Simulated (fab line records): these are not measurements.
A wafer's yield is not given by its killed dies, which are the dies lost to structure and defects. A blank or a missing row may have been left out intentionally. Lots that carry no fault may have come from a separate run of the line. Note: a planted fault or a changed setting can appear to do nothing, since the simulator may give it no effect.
A struck lot beside a sound one + flow rit_cmos + 17 steps out of a route of 202
Sound: wafers L422.2, L422.3, L422.5. Wafers struck: L436.1, L436.2, L436.3. At the end, the cause is stated.
Each step with rows lists, per side, the tool, then ch with its chambers, then its first start. Under that, the readings that differ: sound wafers + struck wafers + difference of the means + sigmas: that difference in standard deviations of wafers without a fault.
alike: readings whose means differ by less than 2 such deviations, and words and numbers that are the same on both sides. not compared: withheld readings, readings that some wafer has no value for, bounds like >300 that may hide the same value, and numbers for which the record gives no deviation and whose values overlap.
A row with sigmas, a row that says differs or no value, or rows on one side alone: a step with any of these is where the two part. Non-overlapping numbers with no deviation appear without sigmas and do not part them. Lack of a reading on every wafer of one side parts them only where that side has two or more wafers.

first, 1 step without rows for these wafers: RIT_PRETRO_DEVELOP_05 (develop time 68 s).
RIT_PRETRO_OVL_MEAS_06:
  sound on overlay-02, day 3 02:26; struck on overlay-02, day 5 22:18
  alike: PRETRO_OVL
then, 2 steps without rows for these wafers: RIT_PRETRO_HARDBAKE_07 (time 120 s); RIT_PRETRO_IMPLANT_08.
RIT_PRETRO_STRIP_09: strips in O2, time 180 s.
  sound on plasma_asher-02 ch 0,1, day 3 02:52; struck on plasma_asher-01 ch 0,1, day 5 22:44
  alike: drypump_motor_current_A
  not compared: rf_hours_counter_h
RIT_PRETRO_TW_MEAS_10:
  sound on film_metro-03, day 3 03:04; struck on film_metro-03, day 5 22:55
  alike: PRETRO_TW
then, 5 steps without rows for these wafers: RIT_GATE_WET_ETCH_00 (etches SiO2 in BOE, target depth 56 nm, time 60 s); RIT_GATE_CLEAN_01 (cleans in SC1, time 600 s); RIT_GATE_CLEAN_02 (cleans in dHF, time 30 s); RIT_GATE_CLEAN_03 (cleans in SC2, time 600 s); RIT_GATE_CLEAN_04 (cleans in dHF, time 60 s).
RIT_FOX2_THK_MEAS_91:
  sound on film_metro-03, day 3 03:34; struck on film_metro-04, day 5 23:24
  alike: FIELD_OXIDE_LEFT_2_THK
RIT_GATE_OXIDATION_05: target thk 3 nm, ox time 270 s.
  sound on furnace-04 ch 0, day 3 03:37; struck on furnace-04 ch 0, day 6 00:09
| reading                                     | sound             | struck           | difference | sigmas |
|---------------------------------------------|-------------------|------------------|------------|--------|
| model.SiO2_of_GATE_OXIDATION_05.thk_nm (nm) | 2.863 2.878 2.817 | 4.841 4.88 4.847 | +2.003     |        |
  alike: ox_temp_c, spike_tc_load_C, zone_power_load_pct
then, 1 step without rows for these wafers: RIT_GATE_ANNEAL_06 (time 600 s).
RIT_GATE_THK_MEAS_07:
  sound on film_metro-03, day 3 04:56; struck on film_metro-04, day 6 03:14
| reading             | sound          | struck         | difference | sigmas |
|---------------------|----------------|----------------|------------|--------|
| GATE_OXIDE_THK (nm) | 2.81 2.88 2.85 | 4.85 4.85 4.87 | +2.01      | +27    |
then, 1 step without rows for these wafers: RIT_GATE_CVD_08 (deposits poly-Si from SiH4, target thk 250 nm, time 2220 s).
RIT_M1_PROBE_99:
  sound on prober-02, day 4 06:45; struck on prober-01, day 7 02:51
| reading            | sound | struck | difference | sigmas |
|--------------------|-------|--------|------------|--------|
| killed_at_M0_to_M3 | 0 0 0 | 0 0 1  | +0         | +3     |
| killed_on_rim      | 5 4 3 | 0 2 2  | -3         | -2     |
  alike: killed_at_front_end, killed_dies, killed_open, killed_short

== WHERE THEY PART ==
Earliest at RIT_GATE_THK_MEAS_07; latest, in this record, at RIT_M1_PROBE_99.

WHY: what had been put in by the simulator
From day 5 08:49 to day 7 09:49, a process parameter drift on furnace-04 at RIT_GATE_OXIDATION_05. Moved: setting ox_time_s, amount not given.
